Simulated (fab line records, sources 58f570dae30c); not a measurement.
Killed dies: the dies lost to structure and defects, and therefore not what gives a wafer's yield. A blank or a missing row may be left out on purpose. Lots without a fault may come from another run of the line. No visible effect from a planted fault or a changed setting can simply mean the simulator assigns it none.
A sampling plan put to the test / flow berkeleyCmos170 / one fab line, 17 faults that these records tell of, each judged on the records of the lots that it struck
The plan consists of the line's own looks: route steps at which the wafer is read by a gauge or an inspection but not changed. A look can be judged if struck wafers have a number there and the file gives its usual mean and standard deviation on fault-free wafers. Caught: 4 or more of those standard deviations (sigma) separate the usual mean from the mean of the struck wafers at a look after the fault's first step. On the tool: the test repeated on the tool's own readings taken at the fault's steps. Also counted as caught: the struck wafers showing another recipe, or a record that is empty for them alone.

THE FAULTS, as the simulator had put them in
1. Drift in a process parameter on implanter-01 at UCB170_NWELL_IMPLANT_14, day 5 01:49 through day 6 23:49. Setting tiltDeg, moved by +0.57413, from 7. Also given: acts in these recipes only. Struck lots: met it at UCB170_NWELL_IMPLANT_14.
2. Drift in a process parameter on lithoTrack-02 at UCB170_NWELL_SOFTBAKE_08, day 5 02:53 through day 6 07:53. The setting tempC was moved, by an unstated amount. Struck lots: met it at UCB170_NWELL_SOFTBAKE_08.
3. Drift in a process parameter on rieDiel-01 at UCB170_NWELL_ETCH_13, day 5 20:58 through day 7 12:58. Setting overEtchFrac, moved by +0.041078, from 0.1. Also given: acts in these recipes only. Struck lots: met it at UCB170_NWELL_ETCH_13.
4. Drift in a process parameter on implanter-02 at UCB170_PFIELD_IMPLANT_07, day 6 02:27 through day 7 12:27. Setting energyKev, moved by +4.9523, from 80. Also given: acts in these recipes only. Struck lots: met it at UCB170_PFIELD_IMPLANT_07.
5. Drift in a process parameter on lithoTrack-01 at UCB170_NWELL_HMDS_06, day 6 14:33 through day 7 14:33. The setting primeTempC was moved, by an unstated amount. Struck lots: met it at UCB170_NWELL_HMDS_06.
6. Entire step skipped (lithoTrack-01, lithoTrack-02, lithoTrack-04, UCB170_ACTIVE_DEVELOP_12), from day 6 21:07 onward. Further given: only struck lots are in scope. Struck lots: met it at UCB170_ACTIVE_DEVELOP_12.
7. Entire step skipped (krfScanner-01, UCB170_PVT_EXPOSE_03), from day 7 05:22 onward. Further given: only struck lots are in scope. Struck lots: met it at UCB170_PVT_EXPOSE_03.
8. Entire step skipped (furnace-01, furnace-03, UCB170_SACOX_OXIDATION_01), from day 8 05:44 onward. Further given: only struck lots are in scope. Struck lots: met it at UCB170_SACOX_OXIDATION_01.
9. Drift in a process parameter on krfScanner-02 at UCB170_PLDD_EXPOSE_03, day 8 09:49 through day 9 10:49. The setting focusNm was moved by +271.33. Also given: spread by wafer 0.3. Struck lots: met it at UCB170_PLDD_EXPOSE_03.
10. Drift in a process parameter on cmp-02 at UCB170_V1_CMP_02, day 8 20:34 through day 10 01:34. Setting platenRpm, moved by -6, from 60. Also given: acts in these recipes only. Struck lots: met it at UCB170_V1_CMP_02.
11. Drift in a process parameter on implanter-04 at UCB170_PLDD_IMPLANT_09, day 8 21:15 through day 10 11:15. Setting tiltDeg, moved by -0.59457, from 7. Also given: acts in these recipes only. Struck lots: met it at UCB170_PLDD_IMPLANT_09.
12. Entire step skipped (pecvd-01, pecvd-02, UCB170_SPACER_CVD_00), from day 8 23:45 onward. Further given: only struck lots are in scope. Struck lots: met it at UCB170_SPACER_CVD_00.
13. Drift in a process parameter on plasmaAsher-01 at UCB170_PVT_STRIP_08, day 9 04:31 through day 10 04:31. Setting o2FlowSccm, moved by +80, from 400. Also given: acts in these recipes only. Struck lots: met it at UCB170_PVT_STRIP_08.
14. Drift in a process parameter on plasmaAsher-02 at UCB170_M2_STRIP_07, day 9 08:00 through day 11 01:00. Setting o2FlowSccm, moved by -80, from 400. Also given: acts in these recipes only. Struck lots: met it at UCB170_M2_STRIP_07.
15. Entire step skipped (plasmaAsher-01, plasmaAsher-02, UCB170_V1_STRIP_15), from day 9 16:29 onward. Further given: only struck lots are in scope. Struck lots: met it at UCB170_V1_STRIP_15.
16. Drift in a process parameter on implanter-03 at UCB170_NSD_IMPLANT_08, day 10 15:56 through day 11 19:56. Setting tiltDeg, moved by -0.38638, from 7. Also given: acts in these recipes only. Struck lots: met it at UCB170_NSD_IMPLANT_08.
17. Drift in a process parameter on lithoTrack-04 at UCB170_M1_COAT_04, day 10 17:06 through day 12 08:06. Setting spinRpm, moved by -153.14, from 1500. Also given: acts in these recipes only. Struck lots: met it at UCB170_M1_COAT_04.

WHAT THE PLAN SAW
fault=1; on the tool itself=tiltDeg +27 sigma; first look that catches it=no look after it can be judged; reading, sigma=-; median hours from its first step to that look=-; hours from the fault's start to the first struck lot there=-; judged looks passed uncaught=0
fault=2; on the tool itself=heaterPowerTotalW -99 or beyond sigma; first look that catches it=no look after it can be judged; reading, sigma=-; median hours from its first step to that look=-; hours from the fault's start to the first struck lot there=-; judged looks passed uncaught=0
fault=3; on the tool itself=only faintly: oesProductAu -2.2 sigma; first look that catches it=none of the 3 looks that can be judged after it; reading, sigma=-; median hours from its first step to that look=-; hours from the fault's start to the first struck lot there=-; judged looks passed uncaught=3
fault=4; on the tool itself=beamEnergyKeV +99 or beyond sigma; first look that catches it=none of the 2 looks that can be judged after it; reading, sigma=-; median hours from its first step to that look=-; hours from the fault's start to the first struck lot there=-; judged looks passed uncaught=2
fault=5; on the tool itself=primeTempC -14 sigma; first look that catches it=none of the 3 looks that can be judged after it; reading, sigma=-; median hours from its first step to that look=-; hours from the fault's start to the first struck lot there=-; judged looks passed uncaught=3
fault=6; on the tool itself=the tool's record is blank for the struck wafers; first look that catches it=no look after it can be judged; reading, sigma=-; median hours from its first step to that look=-; hours from the fault's start to the first struck lot there=-; judged looks passed uncaught=0
fault=7; on the tool itself=no reading that can be judged; first look that catches it=no look after it can be judged; reading, sigma=-; median hours from its first step to that look=-; hours from the fault's start to the first struck lot there=-; judged looks passed uncaught=0
fault=8; on the tool itself=the tool's record is blank for the struck wafers; first look that catches it=no look after it can be judged; reading, sigma=-; median hours from its first step to that look=-; hours from the fault's start to the first struck lot there=-; judged looks passed uncaught=0
fault=9; on the tool itself=exposureDoseMJCm2 -7.1 sigma; first look that catches it=no look after it can be judged; reading, sigma=-; median hours from its first step to that look=-; hours from the fault's start to the first struck lot there=-; judged looks passed uncaught=0
fault=10; on the tool itself=platenRpm -99 or beyond sigma; first look that catches it=no look after it can be judged; reading, sigma=-; median hours from its first step to that look=-; hours from the fault's start to the first struck lot there=-; judged looks passed uncaught=0
fault=11; on the tool itself=tiltDeg -27 sigma; first look that catches it=no look after it can be judged; reading, sigma=-; median hours from its first step to that look=-; hours from the fault's start to the first struck lot there=-; judged looks passed uncaught=0
fault=12; on the tool itself=the tool's record is blank for the struck wafers; first look that catches it=no look after it can be judged; reading, sigma=-; median hours from its first step to that look=-; hours from the fault's start to the first struck lot there=-; judged looks passed uncaught=0
fault=13; on the tool itself=o2FlowSccm +61 sigma; first look that catches it=none of the 2 looks that can be judged after it; reading, sigma=-; median hours from its first step to that look=-; hours from the fault's start to the first struck lot there=-; judged looks passed uncaught=2
fault=14; on the tool itself=o2FlowSccm -73 sigma; first look that catches it=no look after it can be judged; reading, sigma=-; median hours from its first step to that look=-; hours from the fault's start to the first struck lot there=-; judged looks passed uncaught=0
fault=15; on the tool itself=the tool's record is blank for the struck wafers; first look that catches it=no look after it can be judged; reading, sigma=-; median hours from its first step to that look=-; hours from the fault's start to the first struck lot there=-; judged looks passed uncaught=0
fault=16; on the tool itself=tiltDeg -17 sigma; first look that catches it=no look after it can be judged; reading, sigma=-; median hours from its first step to that look=-; hours from the fault's start to the first struck lot there=-; judged looks passed uncaught=0
fault=17; on the tool itself=spinSpeedRpm -99 or beyond sigma; first look that catches it=no look after it can be judged; reading, sigma=-; median hours from its first step to that look=-; hours from the fault's start to the first struck lot there=-; judged looks passed uncaught=0
A dash: the fault is not caught, or the number is missing from these records.

Caught at a look: 0 of 17. Caught on the tool: 15 of 17. By one or the other: 15 of 17.
On the tool alone, faults 1, 2, 4, 5, 6, 8, 9, 10, 11, 12, 13, 14, 15, 16, 17 were caught.
Caught by neither: faults 3, 7.
